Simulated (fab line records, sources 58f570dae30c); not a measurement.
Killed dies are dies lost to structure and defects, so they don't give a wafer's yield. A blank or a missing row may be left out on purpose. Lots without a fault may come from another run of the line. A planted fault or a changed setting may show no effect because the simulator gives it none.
Which tool did it? | flow berkeley_cmos170 | 14 lots, 42 wafers sampled, at 3 steps of a route of 331

WHAT THE GAUGES READ, wafer by wafer
UCB170_V1_OVL_MEAS_13. Usual: V1_OVL 1 nm, standard deviation 5.5.
lot  | measured     | on         | V1_OVL (nm) | flag
L865 | day 7 10:10  | overlay-01 | -3 -5 5     |
L866 | day 7 19:05  | overlay-01 | 2 1 6       |
L869 | day 8 05:49  | overlay-01 | 6 4 8       |
L867 | day 8 10:22  | overlay-01 | 2 -1 4      |
L870 | day 8 15:20  | overlay-02 | -8 -5 -3    |
L874 | day 9 11:32  | overlay-02 | 1 -10 1     |
L876 | day 9 23:29  | overlay-01 | 18 14 7     |
L879 | day 10 08:16 | overlay-02 | 1 7 -2      |
L881 | day 10 10:43 | overlay-01 | -6 5 -3     |
L880 | day 10 11:01 | overlay-01 | -2 1 -4     |
L883 | day 10 23:32 | overlay-01 | 7 0 2       |
L884 | day 11 11:15 | overlay-01 | -1 4 2      |
L888 | day 12 12:17 | overlay-01 | -2 0 -1     |
L887 | day 12 12:25 | overlay-02 | -9 -6 -2    |

UCB170_V2_THK_MEAS_04. Usual: V2_POLISHED_THK 999.8 nm, standard deviation 1.1.
lot  | measured     | on            | V2_POLISHED_THK (nm) | flag
L865 | day 7 14:13  | film_metro-02 | 1001.0 1002.0 1001.5 |
L866 | day 7 23:13  | film_metro-03 | 1001.1 999.1 1000.2  |
L869 | day 8 09:30  | film_metro-03 | 999.5 1000.2 1001.8  |
L867 | day 8 14:04  | film_metro-03 | 999.7 998.8 1000.0   |
L870 | day 8 19:44  | film_metro-01 | 1000.0 1001.5 1000.7 |
L874 | day 9 16:27  | film_metro-01 | 1000.5 1001.3 1000.9 |
L876 | day 10 03:23 | film_metro-02 | 998.2 999.9 998.3    |
L879 | day 10 12:34 | film_metro-01 | 998.7 999.9 999.4    |
L881 | day 10 14:33 | film_metro-02 | 1000.9 1001.7 1001.9 |
L880 | day 10 15:08 | film_metro-02 | 999.2 999.4 998.3    |
L883 | day 11 03:20 | film_metro-03 | 1000.3 999.4 999.9   |
L884 | day 11 15:43 | film_metro-03 | 1001.7 999.4 1000.4  |
L888 | day 12 16:21 | film_metro-02 | 1002.3 1001.2 1001.2 |
L887 | day 12 16:54 | film_metro-01 | 999.5 998.0 999.5    |

WHICH TOOL RAN EACH LOT (tool, then ch and the chambers of the sampled wafers, then the start)
lot  | UCB170_M2_ETCH_17
L865 | rie_diel-02 ch 0,1,3, day 7 13:07
L866 | rie_diel-04 ch 0,2,3, day 7 22:05
L869 | rie_diel-03 ch 0,3, day 8 08:25
L867 | rie_diel-02 ch 0,1,2, day 8 12:59
L870 | rie_diel-04 ch 0,3, day 8 18:37
L874 | rie_diel-04 ch 1,3, day 9 15:21
L876 | rie_diel-03 ch 2,3, day 10 02:17
L879 | rie_diel-04 ch 1,3, day 10 11:24
L881 | rie_diel-03 ch 0,2,3, day 10 13:28
L880 | rie_diel-04 ch 0,2, day 10 13:51
L883 | rie_diel-02 ch 1,2,3, day 11 02:13
L884 | rie_diel-03 ch 0,1,2, day 11 14:38
L888 | rie_diel-03 ch 1,2,3, day 12 15:15
L887 | rie_diel-02 ch 1,2,3, day 12 15:48
- UCB170_M2_ETCH_17: etches BARC in N2/H2.

WHAT THE TOOLS THEMSELVES READ (means of the sampled wafers that have a number; where no wafer has one, the mark that the record gives instead)
UCB170_M2_ETCH_17. Usual: drypump_motor_current_A 5.8 A, standard deviation 0.62; oes_product_au 0.996 a.u., standard deviation 0.014; throttle_valve_pct 13.35 %, standard deviation 0.19.
lot  | tool        | drypump_motor_current_A (A) | oes_product_au (a.u.) | throttle_valve_pct (%) | flag
L865 | rie_diel-02 | 6.3                         | 0.984                 | 13.41                  |
L866 | rie_diel-04 | 5.5                         | 0.991                 | 13.20                  |
L869 | rie_diel-03 | 5.3                         | 0.994                 | 13.19                  |
L867 | rie_diel-02 | 6.5                         | 0.981                 | 13.61                  |
L870 | rie_diel-04 | 6.1                         | 0.997                 | 13.28                  |
L874 | rie_diel-04 | 5.3                         | 1.015                 | 13.41                  |
L876 | rie_diel-03 | 5.2                         | 1.001                 | 13.20                  |
L879 | rie_diel-04 | 5.3                         | 1.012                 | 13.41                  |
L881 | rie_diel-03 | 5.6                         | 1.006                 | 13.28                  |
L880 | rie_diel-04 | 5.3                         | 0.979                 | 13.09                  |
L883 | rie_diel-02 | 6.3                         | 0.995                 | 13.44                  |
L884 | rie_diel-03 | 5.6                         | 1.000                 | 13.38                  |
L888 | rie_diel-03 | 5.2                         | 1.000                 | 13.32                  |
L887 | rie_diel-02 | 6.3                         | 0.993                 | 13.41                  |

THE ANSWER, worked out from the rows above alone
Rule: a lot is off if the mean of its wafers that have a number lies more than 3 standard deviations from the usual mean. A lot without any number at a reading at which 4 lots or more have one is off too. The other lots that the step has rows for count as sound. The gauges are gone through in route order, then the tools' own readings, and for those a lot's mean is taken as printed above. The first step at which some lot is off is used, and at that step the reading that is off furthest; a lot without a number counts as furthest.
No lot is off at any reading shown: from this, nothing can be told.

WHAT THE SIMULATOR HAD PUT IN
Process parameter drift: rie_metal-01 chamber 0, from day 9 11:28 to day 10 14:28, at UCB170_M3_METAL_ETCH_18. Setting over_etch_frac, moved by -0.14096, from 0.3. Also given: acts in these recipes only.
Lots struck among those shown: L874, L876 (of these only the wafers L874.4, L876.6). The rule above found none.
